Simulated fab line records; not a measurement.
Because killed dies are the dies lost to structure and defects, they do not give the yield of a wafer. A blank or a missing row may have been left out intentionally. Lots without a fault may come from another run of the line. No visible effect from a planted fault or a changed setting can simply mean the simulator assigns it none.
A struck lot beside a sound one + flow rit cmos + 15 steps out of a route of 202
Sound: these wafers, L356.1, L356.3, L356.4. The struck wafers were L343.1, L343.3, L343.5. The cause comes at the end.
For every step that has rows: the tool of each side, followed by ch and its chambers, followed by its first start. Under that, the readings that differ: sound wafers + struck wafers + difference of the means + sigmas: that difference in standard deviations of wafers without a fault.
alike: a reading whose means differ by less than 2 such deviations, as well as words and numbers matching on both sides. not compared: withheld readings; readings where some wafer has no value; bounds like >300 that might hide an equal value; numbers whose values overlap and for which the record gives no deviation.
The two part at a step that has a row with sigmas, a row that says differs or no value, or rows on one side only. Numbers that have no deviation but don't overlap get no sigmas and don't part them. Lack of a reading on every wafer of one side parts them only where that side has two or more wafers.

first, 5 steps without rows for these wafers: RIT_M1_COAT_04 (resist thk 1300 nm); RIT_M1_SOFTBAKE_05 (time 60 s); RIT_M1_EXPOSE_06 (exposes mask M12, target cd 2600 nm); RIT_M1_PEB_07; RIT_M1_DEVELOP_08 (develop time 68 s).
RIT_M1_CD_MEAS_09: the cd target is 2600 nm.
  sound on cd sem-02 at day 7 19:08; struck on cd sem-02 at day 5 06:35
  alike: cd nm
RIT_M1_OVL_MEAS_10:
  sound on overlay-02 at day 7 19:16; struck on overlay-01 at day 5 06:43
| reading     | sound       | struck         | difference | sigmas |
|-------------|-------------|----------------|------------|--------|
| M1_OVL (nm) | 1.3 1.7 1.1 | -0.4 -1.7 -3.9 | -3.4       | -2     |
then, 1 step without rows for these wafers: RIT_M1_HARDBAKE_11 (time 120 s).
RIT_M1_METAL_ETCH_12: etches Al in Cl2/BCl3, stops on SiO2, time 165 s, target depth 600 nm.
  sound on rie metal-03 ch 0,1, day 7 19:33; struck on rie metal-03 ch 0,1, day 5 07:07
  alike: drypump motor current A, oes product au, throttle valve pct
  not compared: rf hours counter h
then, 1 step without rows for these wafers: RIT_M1_STRIP_13 (strips in nmp, time 600 s).
RIT_M1_STRIP_14: strips in O2, time 180 s.
  sound on plasma asher-04 ch 0,1, day 7 19:53; struck on plasma asher-04 ch 0,1, day 5 07:28
  alike: drypump motor current A, rf refl power W
  not compared: rf hours counter h
RIT_M1_CD_MEAS_90: the cd target is 2600 nm.
  sound on cd sem-01 at day 7 20:04; struck on cd sem-02 at day 5 07:38
  alike: cd nm
RIT_M1_ANNEAL_15: time 1800 s.
  sound on furnace-02 ch 0, day 7 20:11; struck on furnace-02 ch 0, day 5 07:45
| reading                   | sound                | struck               | difference | sigmas      |
|---------------------------|----------------------|----------------------|------------|-------------|
| spike tc centre C (C)     | 454.9 454.1 454.1    | 395.5 394.0 394.4    | -59.7      | -63         |
| spike tc load C (C)       | 464.0 465.6 463.4    | 404.8 402.1 402.7    | -61.1      | -56         |
| spike tc source C (C)     | 461.0 462.2 461.9    | 400.5 400.9 400.7    | -61.0      | -64         |
| tube center temp C (C)    | 449.99 450.04 449.99 | 390 390.07 390.03    | -60        | -99 or more |
| tube_center_temp_C_max    | 450.85 451.02 451.27 | 391.02 391.25 391.25 | -59.87     | -99 or more |
| zone power centre pct (%) | 19.67 19.63 19.84    | 16.83 16.74 16.58    | -3.00      | -14         |
| zone power load pct (%)   | 6.10 6.19 6.06       | 4.89 4.89 4.84       | -1.24      | -19         |
| zone power source pct (%) | 6.24 6.28 6.34       | 5.01 4.93 4.93       | -1.33      | -23         |
RIT_M1_BOW_MEAS_16:
  sound on film metro-03 at day 7 21:41; struck on film metro-03 at day 5 09:15
  alike: M1_BOW
RIT_M1_PROBE_99:
  sound on prober-01 at day 7 21:48; struck on prober-01 at day 5 09:22
| reading                                   | sound                | struck               | difference | sigmas |
|-------------------------------------------|----------------------|----------------------|------------|--------|
| model.etest.contact nplus.rc ohm          | 1.413 1.381 1.426    | 2.614 2.716 2.743    | +1.284     |        |
| model.etest.contact pplus.rc ohm          | 1.366 1.342 1.432    | 2.67 2.671 2.794     | +1.33      |        |
| model.etest.contact ppoly.rc ohm          | 1.346 1.42 1.388     | 2.634 2.639 2.754    | +1.291     |        |
| model.etest.contact npoly.rc ohm          | 1.392 1.396 1.453    | 2.627 2.675 2.742    | +1.268     |        |
| model.etest.nmos_0p15.junction log10 a um | -13.61 -13.47 -13.54 | -13.84 -13.88 -13.83 | -0.31      |        |
| model.etest.nmos narrow.off log10 a um    | -13.19 -13.2 -13.36  | -13.44 -13.49 -13.4  | -0.19      |        |
  alike: defect limited yield, killed at front end, killed dies, killed open, killed short, sort_bin_3_pad_short, sort_bin_5_function, sort_bin_6_memory, sort n pass, sort yield pct

== WHERE THEY PART ==
At RIT_M1_OVL_MEAS_10 first; at RIT_M1_ANNEAL_15 last (within this record only). Later steps at which nothing parts them and some readings are alike: RIT_M1_BOW_MEAS_16, RIT_M1_PROBE_99.

WHY: the cause the simulator had injected
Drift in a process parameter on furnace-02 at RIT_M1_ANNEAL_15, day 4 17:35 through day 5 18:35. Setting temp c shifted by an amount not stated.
